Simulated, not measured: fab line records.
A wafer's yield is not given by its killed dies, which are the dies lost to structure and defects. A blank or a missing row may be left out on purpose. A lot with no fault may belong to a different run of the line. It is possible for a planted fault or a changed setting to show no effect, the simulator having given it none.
fab line records	flow berkeley_cmos170	part 1 of 2: steps 1 to 32 of 45
[record] lots = 5	wafers = 15	last_day = 11
route steps=331 shown GATE@136 PLDD@145 NLDD@158 SPACER@171 PSD@175
lots untouched by any fault: they come from a run of this same line in which no faults occurred
start_h: start of the lot's first displayed wafer, in hours after the record's first day	wait_h: how many hours have passed since the lot's step before this one	" identical to the entry in the row above	L1.1+2: a row that stands for several wafers	- either no value or no given start	* or withheld: withheld	< > ~ a bound
route shown NAME@n: names a module that has steps shown in the file, with the first one's number in the route	usual: mean/standard deviation of fault-free wafers	same: alike in all rows	chamber/n: place in a boat	sites: each site's reading	_std_site: their standard deviation	_edge_site: the outer-site mean with the inner-site mean subtracted	radius_mm: how far each site lies from the wafer's centre	mask NAME#n: copy n	behind: the tool/chamber that last shaped the wafer	hold: cause of the lot's hold/its duration in hours/its outcome	device: whichever transistor did not switch (one of n, p or np)	end of line: the route-end tests of the same wafers	for a step that has no rows: nothing shown but its recipe	killed: not the wafer's yield, but the dies lost to structure and defects at the first sort	map: dies across one wafer; x = killed, . = not, _ = none there
set.NAME: setting as actually run; set.NAME@STEP: the setting as run at that earlier step	model.NAME: the simulator's own value behind a step, which no gauge read
lots at selected steps of the route; one table per step, one row per wafer
services: a tool's chamber out of use, with start hour (start_h, from the record's first day; less than 0 if before it), hours out, and reason
[[steps]]
[step UCB170_GATE_PEB_10]
[recipe] peb_temp_c = 130	peb_time_s = withheld	resist = KrF
lot.wafer	tool	chamber	start_h	wait_h
L074.1+2+3	litho_track-03	0	146.58	0.5
L078.2+3+5	litho_track-03	0	169.34	0.1
L077.1+3+6	litho_track-03	0	170.04	0.6
L079.1+3+4	litho_track-03	0	185.61	0.1
L086.2+4+5	litho_track-03	0	225.13	0.1
[step UCB170_GATE_DEVELOP_11]
[recipe] developer = TMAH	develop_time_s = 45	resist = KrF	dev_temp_c = 21
lot.wafer	tool	chamber	start_h	wait_h
L074.1+2+3	litho_track-03	0	-	-
L078.2+3+5	litho_track-03	0	-	-
L077.1+3+6	litho_track-03	0	-	-
L079.1+3+4	litho_track-03	0	-	-
L086.2+4+5	litho_track-03	0	-	-
[step UCB170_GATE_CD_MEAS_12]
[recipe] target_cd_nm = 350
[usual] cd_nm = 349.7/1.4
lot.wafer	tool	chamber	start_h	wait_h	cd_nm
L074.1	cd_sem-02	-	146.86	-	350.5
L074.2	"	-	"	"	349.0
L074.3	"	-	"	"	349.9
L078.2	cd_sem-02	-	169.61	-	348.6
L078.3	"	-	"	"	347.5
L078.5	"	-	"	"	348.6
L077.1	cd_sem-01	-	170.32	-	347.8
L077.3	"	-	"	"	349.2
L077.6	"	-	"	"	347.9
L079.1	cd_sem-02	-	186.15	-	350.4
L079.3	"	-	"	"	350.2
L079.4	"	-	"	"	350.4
L086.2	cd_sem-02	-	225.40	-	350.2
L086.4	"	-	"	"	350.4
L086.5	"	-	"	"	349.5
[step UCB170_GATE_OVL_MEAS_13]
[usual] GATE_OVL = 0/5.9
lot.wafer	tool	chamber	start_h	wait_h	GATE_OVL[nm]
L074.1	overlay-02	-	146.98	0.1	-2
L074.2	"	-	"	"	-4
L074.3	"	-	"	"	-8
L078.2	overlay-01	-	169.72	0.1	-4
L078.3	"	-	"	"	5
L078.5	"	-	"	"	2
L077.1	overlay-02	-	170.44	0.1	-2
L077.3	"	-	"	"	2
L077.6	"	-	"	"	6
L079.1	overlay-02	-	186.27	0.1	-3
L079.3	"	-	"	"	5
L079.4	"	-	"	"	1
L086.2	overlay-01	-	225.51	0.1	-8
L086.4	"	-	"	"	-5
L086.5	"	-	"	"	-9
[step UCB170_GATE_ETCH_14]
[recipe] chemistry = N2/H2	target_depth_a = withheld	overetch_a = withheld	target = BARC	time_s = withheld	source_w = 500	bias_w = 100	pressure_mtorr = 30	n2_flow_sccm = 100	h2_flow_sccm = 200
[usual] drypump_motor_current_A = 5.9/0.35	oes_product_au = 1.001/0.021	throttle_valve_pct = 13.35/0.14
lot.wafer	tool	chamber	start_h	wait_h	drypump_motor_current_A	oes_product_au	throttle_valve_pct
L074.1	rie_diel-04	1	147.01	0.0	6.3	1.015	13.32
L074.2	"	0	"	"	5.7	0.997	13.45
L074.3	"	2	"	"	6.4	0.979	13.26
L078.2	rie_diel-03	2	169.75	0.0	5.6	1.019	13.26
L078.3	"	3	"	"	5.3	0.990	13.65
L078.5	"	3	"	"	5.3	0.996	13.66
L077.1	rie_diel-04	0	170.47	0.0	5.7	0.982	13.45
L077.3	"	2	"	"	6.4	0.984	13.26
L077.6	"	2	"	"	6.4	0.985	13.26
L079.1	rie_diel-03	3	186.30	0.0	5.3	0.990	13.65
L079.3	"	2	"	"	5.6	1.009	13.28
L079.4	"	0	"	"	5.6	1.017	13.14
L086.2	rie_diel-02	1	225.54	0.0	6.4	0.985	13.39
L086.4	"	2	"	"	6.0	1.022	13.50
L086.5	"	0	"	"	5.5	1.017	13.32
[step UCB170_GATE_ETCH_15]
[recipe] chemistry = HBr/Cl2	target = poly-Si	stop_on = SiO2	over_etch_frac = 0.3	icp_w = 300	bias_w = 150	time_s = 56.3	pressure_mtorr = 15	HBr_flow_sccm = 150	Cl2_flow_sccm = 50	target_depth_a = 2782
[usual] drypump_motor_current_A = 5.8/0.34	oes_product_au = 0.830/0.013	throttle_valve_pct = 26.51/0.22
lot.wafer	tool	chamber	start_h	wait_h	drypump_motor_current_A	oes_product_au	rf_hours_counter_h	throttle_valve_pct
L074.1	rie_si-02	0	147.06	-	6.1	0.826	48	26.27
L074.2	"	1	"	"	5.4	0.819	0	26.81
L074.3	"	2	"	"	5.4	0.849	42	26.68
L078.2	rie_si-01	3	169.79	-	5.6	0.822	54	26.88
L078.3	"	0	"	"	5.8	0.811	48	26.41
L078.5	"	3	"	"	5.6	0.830	-	26.86
L077.1	rie_si-02	3	170.52	-	5.8	0.835	65	26.28
L077.3	"	2	"	"	5.4	0.852	42	26.67
L077.6	"	2	"	"	5.3	0.854	-	26.70
L079.1	rie_si-01	2	186.34	-	6.4	0.836	46	26.37
L079.3	"	3	"	"	5.6	0.832	54	26.86
L079.4	"	0	"	"	5.8	0.805	48	26.42
L086.2	rie_si-01	1	225.58	-	5.7	0.831	2	26.34
L086.4	"	2	"	"	6.4	0.843	46	26.37
L086.5	"	3	"	"	5.6	0.835	-	26.87
[step UCB170_GATE_STRIP_16]
[recipe] chemistry = O2	power_w = 400	pressure_mtorr = 3500	platen_temp_c = withheld	o2_flow_sccm = 400	overash_fraction = 0.5
[usual] drypump_motor_current_A = 5.8/0.44	oes_product_au = 0.724/0.0048
lot.wafer	tool	chamber	start_h	wait_h	drypump_motor_current_A	oes_product_au	rf_hours_counter_h
L074.1	plasma_asher-02	0	147.10	0.0	5.2	0.728	42
L074.2	"	1	"	"	6.0	0.724	42
L074.3	"	0	"	"	5.2	0.730	-
L078.2	plasma_asher-03	1	169.84	0.0	5.6	0.731	7
L078.3	"	1	"	"	5.7	0.719	-
L078.5	"	1	"	"	5.6	0.719	-
L077.1	plasma_asher-01	0	170.56	0.0	6.2	0.715	40
L077.3	"	1	"	"	5.5	0.721	-
L077.6	"	0	"	"	6.2	0.724	-
L079.1	plasma_asher-02	1	186.39	0.0	6.0	0.725	47
L079.3	"	0	"	"	5.2	0.721	-
L079.4	"	1	"	"	6.1	0.726	-
L086.2	plasma_asher-02	0	225.63	0.0	5.2	0.727	50
L086.4	"	1	"	"	6.1	0.726	-
L086.5	"	0	"	"	5.2	0.720	-
[step UCB170_GATE_CD_MEAS_90]
[recipe] target_cd_nm = 350
[usual] cd_nm = 349.6/1.4
lot.wafer	tool	chamber	start_h	wait_h	cd_nm
L074.1	cd_sem-01	-	147.20	0.1	350.3
L074.2	"	-	"	"	348.7
L074.3	"	-	"	"	350.4
L078.2	cd_sem-02	-	169.96	0.1	349.3
L078.3	"	-	"	"	347.5
L078.5	"	-	"	"	348.5
L077.1	cd_sem-02	-	170.66	0.1	347.1
L077.3	"	-	"	"	349.3
L077.6	"	-	"	"	348.8
L079.1	cd_sem-02	-	186.63	0.2	350.3
L079.3	"	-	"	"	350.3
L079.4	"	-	"	"	349.7
L086.2	cd_sem-01	-	225.75	0.1	349.9
L086.4	"	-	"	"	350.3
L086.5	"	-	"	"	349.0
[step UCB170_GATE_CLEAN_17]
[recipe] chemistry = SPM	temp_c = 120	time_s = 600
lot.wafer	tool	chamber	start_h	wait_h
L074.1+2+3	wet_bench-03	3	147.32	0.1
L078.2+3+5	wet_bench-02	0	170.06	0.1
L077.1+3+6	wet_bench-03	3	170.78	0.1
L079.1+3+4	wet_bench-03	1	186.75	0.1
L086.2+4+5	wet_bench-03	3	225.91	0.1
[step UCB170_PLDD_HMDS_00]
[recipe] prime_time_s = 60	prime_temp_c = 100
lot.wafer	tool	chamber	start_h	wait_h
L074.1+2+3	litho_track-03	0	147.50	0.0
L078.2+3+5	litho_track-03	0	170.79	0.5
L077.1+3+6	litho_track-03	0	171.49	0.5
L079.1+3+4	litho_track-02	0	186.92	0.0
L086.2+4+5	litho_track-01	0	226.39	0.3
[step UCB170_PLDD_COAT_01]
[recipe] resist = KrF	spin_rpm = 1500	resist_thk_nm = 900
lot.wafer	tool	chamber	start_h	wait_h
L074.1+2+3	litho_track-03	0	147.65	0.1
L078.2+3+5	litho_track-03	0	170.94	0.1
L077.1+3+6	litho_track-03	0	171.64	0.1
L079.1+3+4	litho_track-02	0	187.07	0.1
L086.2+4+5	litho_track-01	0	226.54	0.1
[step UCB170_PLDD_SOFTBAKE_02]
[recipe] resist = KrF	temp_c = 130	time_s = 60
lot.wafer	tool	chamber	start_h	wait_h
L074.1+2+3	litho_track-03	0	147.80	0.1
L078.2+3+5	litho_track-03	0	171.09	0.1
L077.1+3+6	litho_track-03	0	171.79	0.1
L079.1+3+4	litho_track-02	0	187.22	0.1
L086.2+4+5	litho_track-01	0	226.69	0.1
[step UCB170_PLDD_EXPOSE_03]
[recipe] mask_id = PSELECT	na = 0.5	sigma_outer = 0.6	source_shape = conventional	target_cd_nm = 1200	dose_mj = 30
[same] na = 0.5
lot.wafer	tool	chamber	start_h	wait_h	mask
L074.1+2+3	krf_scanner-02	0	148.07	0.2	PSELECT#0
L078.2+3+5	krf_scanner-01	0	171.36	0.2	PSELECT#0
L077.1+3+6	krf_scanner-01	0	171.94	0.1	PSELECT#0
L079.1+3+4	krf_scanner-01	0	187.37	0.1	PSELECT#0
L086.2+4+5	krf_scanner-01	0	226.83	0.1	PSELECT#0
[step UCB170_PLDD_PEB_04]
[recipe] peb_temp_c = 130	peb_time_s = withheld	resist = KrF
lot.wafer	tool	chamber	start_h	wait_h
L074.1+2+3	litho_track-03	0	148.19	0.1
L078.2+3+5	litho_track-01	0	171.88	0.5
L077.1+3+6	litho_track-01	0	172.13	0.2
L079.1+3+4	litho_track-01	0	187.74	0.3
L086.2+4+5	litho_track-01	0	227.11	0.3
[step UCB170_PLDD_DEVELOP_05]
[recipe] developer = TMAH	develop_time_s = 45	resist = KrF	dev_temp_c = 21
lot.wafer	tool	chamber	start_h	wait_h
L074.1+2+3	litho_track-03	0	-	-
L078.2+3+5	litho_track-01	0	-	-
L077.1+3+6	litho_track-01	0	-	-
L079.1+3+4	litho_track-01	0	-	-
L086.2+4+5	litho_track-01	0	-	-
[step UCB170_PLDD_CD_MEAS_06]
[recipe] target_cd_nm = 1200
[usual] cd_nm = 1200.4/1.2
lot.wafer	tool	chamber	start_h	wait_h	cd_nm
L074.1	cd_sem-01	-	148.47	-	1199.9
L074.2	"	-	"	"	1198.4
L074.3	"	-	"	"	1196.7
L078.2	cd_sem-01	-	172.16	-	1200.3
L078.3	"	-	"	"	1200.4
L078.5	"	-	"	"	1200.5
L077.1	cd_sem-01	-	172.41	-	1198.8
L077.3	"	-	"	"	1201.0
L077.6	"	-	"	"	1201.1
L079.1	cd_sem-02	-	188.01	-	1198.5
L079.3	"	-	"	"	1198.5
L079.4	"	-	"	"	1199.4
L086.2	cd_sem-02	-	227.38	-	1200.5
L086.4	"	-	"	"	1202.3
L086.5	"	-	"	"	1201.8
[step UCB170_PLDD_OVL_MEAS_07]
[usual] PLDD_OVL = 1/5.5
lot.wafer	tool	chamber	start_h	wait_h	PLDD_OVL[nm]
L074.1	overlay-02	-	148.59	0.1	-6
L074.2	"	-	"	"	-5
L074.3	"	-	"	"	-11
L078.2	overlay-02	-	172.27	0.1	12
L078.3	"	-	"	"	8
L078.5	"	-	"	"	10
L077.1	overlay-01	-	172.53	0.1	5
L077.3	"	-	"	"	10
L077.6	"	-	"	"	8
L079.1	overlay-01	-	188.13	0.1	-1
L079.3	"	-	"	"	-1
L079.4	"	-	"	"	1
L086.2	overlay-01	-	227.49	0.1	7
L086.4	"	-	"	"	4
L086.5	"	-	"	"	4
[step UCB170_PLDD_IMPLANT_08]
[recipe] species = BF2	dose_cm2 = 5e+13	energy_kev = 10	tilt_deg = 7	rotation_deg = 0
[usual] beam_energy_keV = 10.000/0.0031
lot.wafer	tool	chamber	start_h	wait_h	beam_energy_keV
L074.1	implanter-04	0	148.62	0.0	9.996
L074.2	"	0	"	"	9.997
L074.3	"	0	"	"	9.999
L078.2	implanter-01	0	172.33	0.0	10.003
L078.3	"	0	"	"	10.001
L078.5	"	0	"	"	10.002
L077.1	implanter-02	0	172.56	0.0	10.002
L077.3	"	0	"	"	9.999
L077.6	"	0	"	"	10.001
L079.1	implanter-02	0	188.17	0.0	10.005
L079.3	"	0	"	"	10.002
L079.4	"	0	"	"	10.004
L086.2	implanter-02	0	227.54	0.0	9.996
L086.4	"	0	"	"	9.997
L086.5	"	0	"	"	9.991
[step UCB170_PLDD_IMPLANT_09]
[recipe] species = BF2	dose_cm2 = 5e+13	energy_kev = 10	tilt_deg = 7	rotation_deg = 180
[usual] beam_energy_keV = 10.000/0.0032
lot.wafer	tool	chamber	start_h	wait_h	beam_energy_keV
L074.1	implanter-04	0	148.77	0.1	9.997
L074.2	"	0	"	"	9.999
L074.3	"	0	"	"	10.006
L078.2	implanter-01	0	172.48	0.1	10.001
L078.3	"	0	"	"	10.001
L078.5	"	0	"	"	10.003
L077.1	implanter-02	0	172.71	0.1	9.993
L077.3	"	0	"	"	10.000
L077.6	"	0	"	"	9.999
L079.1	implanter-02	0	188.32	0.1	9.998
L079.3	"	0	"	"	9.994
L079.4	"	0	"	"	9.997
L086.2	implanter-02	0	227.69	0.1	9.996
L086.4	"	0	"	"	10.000
L086.5	"	0	"	"	9.997
[step UCB170_PLDD_STRIP_10]
[recipe] chemistry = O2	power_w = 400	pressure_mtorr = 3500	platen_temp_c = withheld	o2_flow_sccm = 400	overash_fraction = 0.5
[usual] drypump_motor_current_A = 5.8/0.5	oes_product_au = 0.735/0.0045	strip_time_to_endpoint_s = 21.59/0.055
lot.wafer	tool	chamber	start_h	wait_h	drypump_motor_current_A	oes_product_au	rf_hours_counter_h	strip_time_to_endpoint_s
L074.1	plasma_asher-02	0	148.92	0.1	5.2	0.734	42	21.62
L074.2	"	1	"	"	6.1	0.730	42	21.66
L074.3	"	0	"	"	5.2	0.733	-	21.63
L078.2	plasma_asher-03	1	172.60	0.1	5.7	0.728	7	21.63
L078.3	"	0	"	"	6.4	0.740	-	21.55
L078.5	"	1	"	"	5.7	0.743	-	21.54
L077.1	plasma_asher-02	0	172.86	0.1	5.2	0.733	45	21.58
L077.3	"	0	"	"	5.2	0.740	-	21.67
L077.6	"	0	"	"	5.2	0.729	-	21.63
L079.1	plasma_asher-02	1	188.47	0.1	6.0	0.728	47	21.65
L079.3	"	1	"	"	6.1	0.735	-	21.63
L079.4	"	0	"	"	5.2	0.738	-	21.64
L086.2	plasma_asher-03	0	227.82	0.1	6.4	0.725	12	21.57
L086.4	"	0	"	"	6.5	0.732	-	21.62
L086.5	"	0	"	"	6.5	0.724	-	21.59
[step UCB170_PLDD_TW_MEAS_11]
[usual] PLDD_TW = 1007/9.5
lot.wafer	tool	chamber	start_h	wait_h	PLDD_TW
L074.1	film_metro-04	-	149.02	0.1	1005
L074.2	"	-	"	"	1002
L074.3	"	-	"	"	1005
L078.2	film_metro-02	-	172.71	0.1	1001
L078.3	"	-	"	"	1000
L078.5	"	-	"	"	1000
L077.1	film_metro-01	-	172.96	0.1	1013
L077.3	"	-	"	"	1010
L077.6	"	-	"	"	1010
L079.1	film_metro-04	-	188.57	0.1	1001
L079.3	"	-	"	"	1000
L079.4	"	-	"	"	996
L086.2	film_metro-01	-	227.93	0.1	1021
L086.4	"	-	"	"	1020
L086.5	"	-	"	"	1028
[step UCB170_PLDD_CLEAN_12]
[recipe] chemistry = SPM	temp_c = 120	time_s = 600
lot.wafer	tool	chamber	start_h	wait_h
L074.1+2+3	wet_bench-03	3	149.08	0.1
L078.2+3+5	wet_bench-04	3	172.76	0.0
L077.1+3+6	wet_bench-03	2	173.02	0.1
L079.1+3+4	wet_bench-02	2	188.70	0.1
L086.2+4+5	wet_bench-03	2	227.98	0.0
[step UCB170_NLDD_HMDS_00]
[recipe] prime_time_s = 60	prime_temp_c = 100
lot.wafer	tool	chamber	start_h	wait_h
L074.1+2+3	litho_track-04	0	149.41	0.1
L078.2+3+5	litho_track-03	0	172.96	0.0
L077.1+3+6	litho_track-02	0	173.20	0.0
L079.1+3+4	litho_track-02	0	189.25	0.2
L086.2+4+5	litho_track-03	0	228.18	0.0
[step UCB170_NLDD_COAT_01]
[recipe] resist = KrF	spin_rpm = 1500	resist_thk_nm = 900
lot.wafer	tool	chamber	start_h	wait_h
L074.1+2+3	litho_track-04	0	149.56	0.1
L078.2+3+5	litho_track-03	0	173.11	0.1
L077.1+3+6	litho_track-02	0	173.35	0.1
L079.1+3+4	litho_track-02	0	189.40	0.1
L086.2+4+5	litho_track-03	0	228.33	0.1
[step UCB170_NLDD_SOFTBAKE_02]
[recipe] resist = KrF	temp_c = 130	time_s = 60
lot.wafer	tool	chamber	start_h	wait_h
L074.1+2+3	litho_track-04	0	149.71	0.1
L078.2+3+5	litho_track-03	0	173.26	0.1
L077.1+3+6	litho_track-02	0	173.50	0.1
L079.1+3+4	litho_track-02	0	189.55	0.1
L086.2+4+5	litho_track-03	0	228.48	0.1
[step UCB170_NLDD_EXPOSE_03]
[recipe] mask_id = NSELECT	na = 0.5	sigma_outer = 0.6	source_shape = conventional	target_cd_nm = 1200	dose_mj = 30
[same] na = 0.5
lot.wafer	tool	chamber	start_h	wait_h	mask
L074.1+2+3	krf_scanner-02	0	149.98	0.2	NSELECT#0
L078.2+3+5	krf_scanner-02	0	173.53	0.2	NSELECT#0
L077.1+3+6	krf_scanner-02	0	173.65	0.1	NSELECT#0
L079.1+3+4	krf_scanner-01	0	190.06	0.5	NSELECT#0
L086.2+4+5	krf_scanner-02	0	228.76	0.3	NSELECT#0
[step UCB170_NLDD_PEB_04]
[recipe] peb_temp_c = 130	peb_time_s = withheld	resist = KrF
lot.wafer	tool	chamber	start_h	wait_h
L074.1+2+3	litho_track-04	0	150.58	0.6
L078.2+3+5	litho_track-03	0	173.65	0.1
L077.1+3+6	litho_track-02	0	173.76	0.1
L079.1+3+4	litho_track-02	0	190.18	0.1
L086.2+4+5	litho_track-03	0	229.08	0.3
[step UCB170_NLDD_DEVELOP_05]
[recipe] developer = TMAH	develop_time_s = 45	resist = KrF	dev_temp_c = 21
lot.wafer	tool	chamber	start_h	wait_h
L074.1+2+3	litho_track-04	0	-	-
L078.2+3+5	litho_track-03	0	-	-
L077.1+3+6	litho_track-02	0	-	-
L079.1+3+4	litho_track-02	0	-	-
L086.2+4+5	litho_track-03	0	-	-
[step UCB170_NLDD_CD_MEAS_06]
[recipe] target_cd_nm = 1200
[usual] cd_nm = 1199.9/1.4
lot.wafer	tool	chamber	start_h	wait_h	cd_nm
L074.1	cd_sem-02	-	150.86	-	1200.6
L074.2	"	-	"	"	1200.2
L074.3	"	-	"	"	1200.7
L078.2	cd_sem-01	-	173.92	-	1200.7
L078.3	"	-	"	"	1200.5
L078.5	"	-	"	"	1199.4
L077.1	cd_sem-02	-	174.04	-	1202.4
L077.3	"	-	"	"	1200.3
L077.6	"	-	"	"	1202.0
L079.1	cd_sem-01	-	190.45	-	1197.1
L079.3	"	-	"	"	1196.7
L079.4	"	-	"	"	1195.8
L086.2	cd_sem-02	-	229.35	-	1197.8
L086.4	"	-	"	"	1198.4
L086.5	"	-	"	"	1199.1
[step UCB170_NLDD_OVL_MEAS_07]
[usual] NLDD_OVL = -3/4.6
lot.wafer	tool	chamber	start_h	wait_h	NLDD_OVL[nm]
L074.1	overlay-02	-	150.98	0.1	-5
L074.2	"	-	"	"	-4
L074.3	"	-	"	"	-14
L078.2	overlay-02	-	174.03	0.1	-3
L078.3	"	-	"	"	-5
L078.5	"	-	"	"	-3
L077.1	overlay-01	-	174.16	0.1	-1
L077.3	"	-	"	"	0
L077.6	"	-	"	"	-2
L079.1	overlay-02	-	190.57	0.1	2
L079.3	"	-	"	"	0
L079.4	"	-	"	"	-2
L086.2	overlay-02	-	229.45	0.1	-5
L086.4	"	-	"	"	-3
L086.5	"	-	"	"	-1
[step UCB170_NLDD_IMPLANT_08]
[recipe] species = As	dose_cm2 = 5e+13	energy_kev = 30	tilt_deg = 7	rotation_deg = 0
[usual] beam_energy_keV = 30.000/0.0097
lot.wafer	tool	chamber	start_h	wait_h	beam_energy_keV
L074.1	implanter-04	0	151.01	0.0	30.001
L074.2	"	0	"	"	30.014
L074.3	"	0	"	"	29.990
L078.2	implanter-02	0	174.08	0.0	30.007
L078.3	"	0	"	"	30.000
L078.5	"	0	"	"	29.983
L077.1	implanter-03	0	174.20	0.0	30.000
L077.3	"	0	"	"	29.988
L077.6	"	0	"	"	29.996
L079.1	implanter-02	0	190.61	0.0	29.984
L079.3	"	0	"	"	29.990
L079.4	"	0	"	"	29.983
L086.2	implanter-02	0	229.51	0.0	30.003
L086.4	"	0	"	"	30.016
L086.5	"	0	"	"	30.002
[step UCB170_NLDD_IMPLANT_09]
[recipe] species = As	dose_cm2 = 5e+13	energy_kev = 30	tilt_deg = 7	rotation_deg = 180
[usual] beam_energy_keV = 30.001/0.0092
lot.wafer	tool	chamber	start_h	wait_h	beam_energy_keV
L074.1	implanter-04	0	151.16	0.1	29.995
L074.2	"	0	"	"	30.011
L074.3	"	0	"	"	29.988
L078.2	implanter-02	0	174.23	0.1	30.013
L078.3	"	0	"	"	30.005
L078.5	"	0	"	"	29.987
L077.1	implanter-03	0	174.35	0.1	30.010
L077.3	"	0	"	"	30.014
L077.6	"	0	"	"	29.994
L079.1	implanter-02	0	190.76	0.1	30.003
L079.3	"	0	"	"	30.002
L079.4	"	0	"	"	30.012
L086.2	implanter-02	0	229.66	0.1	29.982
L086.4	"	0	"	"	29.998
L086.5	"	0	"	"	30.002
